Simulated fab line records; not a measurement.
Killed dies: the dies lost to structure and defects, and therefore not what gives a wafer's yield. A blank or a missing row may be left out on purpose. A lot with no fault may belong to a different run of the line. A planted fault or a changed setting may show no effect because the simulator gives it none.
Comparing a struck lot with a sound one :: flow rit cmos :: 15 out of 202 route steps
Sound: the wafers L706.1, L706.4, L706.5. Wafers L716.4, L716.5, L716.6 were the ones struck. The cause is named last.
Per side, at each step with rows, come the tool, then ch with its chambers, and then its first start. Under that, the readings that differ: sound wafers :: struck wafers :: difference of the means :: sigmas: that difference in standard deviations of wafers without a fault.
alike: readings with means less than 2 such deviations apart, plus words and numbers identical on both sides. not compared: withheld readings, readings lacking a value on some wafer, bounds such as >300 that could conceal the same value, and numbers that have no deviation in the record and whose values overlap.
A row with sigmas, a row that says differs or no value, or rows on one side alone: a step with any of these is where the two part. Numbers that don't overlap but have no deviation are shown without sigmas and don't part them. Lack of a reading on every wafer of one side parts them only where that side has two or more wafers.

first, 2 steps without rows for these wafers: RIT_NSD_PEB_04; RIT_NSD_DEVELOP_05 (develop time 50 s).
RIT_NSD_OVL_MEAS_06:
  sound: overlay-02 at day 3 08:37; struck: overlay-01 at day 5 11:34
reading: NSD_OVL (nm)
sound: 2.3 0.5 2.2
struck: -1.3 -1.0 -0.4
difference: -2.6
sigmas: -2
then, 2 steps without rows for these wafers: RIT_NSD_HARDBAKE_07 (time 60 s); RIT_NSD_IMPLANT_08.
RIT_NSD_STRIP_09: strips in O2, time 180 s.
  sound on plasma asher-03 ch 0,1, day 3 08:57; struck on plasma asher-01 ch 0,1, day 5 12:06
  alike: drypump motor current A, rf refl power W
  not compared: rf hours counter h
RIT_NSD_TW_MEAS_10:
  sound: film metro-03 at day 3 09:08; struck: film metro-02 at day 5 12:15
  alike: NSD_TW
then, 5 steps without rows for these wafers: RIT_PSD_HMDS_00 (prime time 60 s); RIT_PSD_COAT_01 (resist thk 1000 nm); RIT_PSD_SOFTBAKE_02 (time 60 s); RIT_PSD_EXPOSE_03 (exposes mask M10, target cd 40900 nm); RIT_PSD_PEB_04.
RIT_PSD_DEVELOP_05: develop time 50 s.
  sound on litho track-02 ch 0, day 3 09:00; struck on litho track-02 ch 0, day 5 13:00
reading: developer temp C (C)
sound: 22.77 22.86 22.92
struck: 22.04 22.13 22.03
difference: -0.78
sigmas: -7
RIT_PSD_OVL_MEAS_06:
  sound: overlay-02 at day 3 10:02; struck: overlay-01 at day 5 13:09
  alike: PSD_OVL
RIT_M1_PROBE_99:
  sound: prober-01 at day 3 18:29; struck: prober-01 at day 5 21:40
  alike: killed at contacts, killed at front end, killed dies, killed open, killed short

== WHERE THEY PART ==
Last at RIT_PSD_DEVELOP_05 as far as this record goes, first at RIT_NSD_OVL_MEAS_06. Later steps at which nothing parts them and some readings are alike: RIT_PSD_OVL_MEAS_06, RIT_M1_PROBE_99.

WHY: the cause the simulator had injected
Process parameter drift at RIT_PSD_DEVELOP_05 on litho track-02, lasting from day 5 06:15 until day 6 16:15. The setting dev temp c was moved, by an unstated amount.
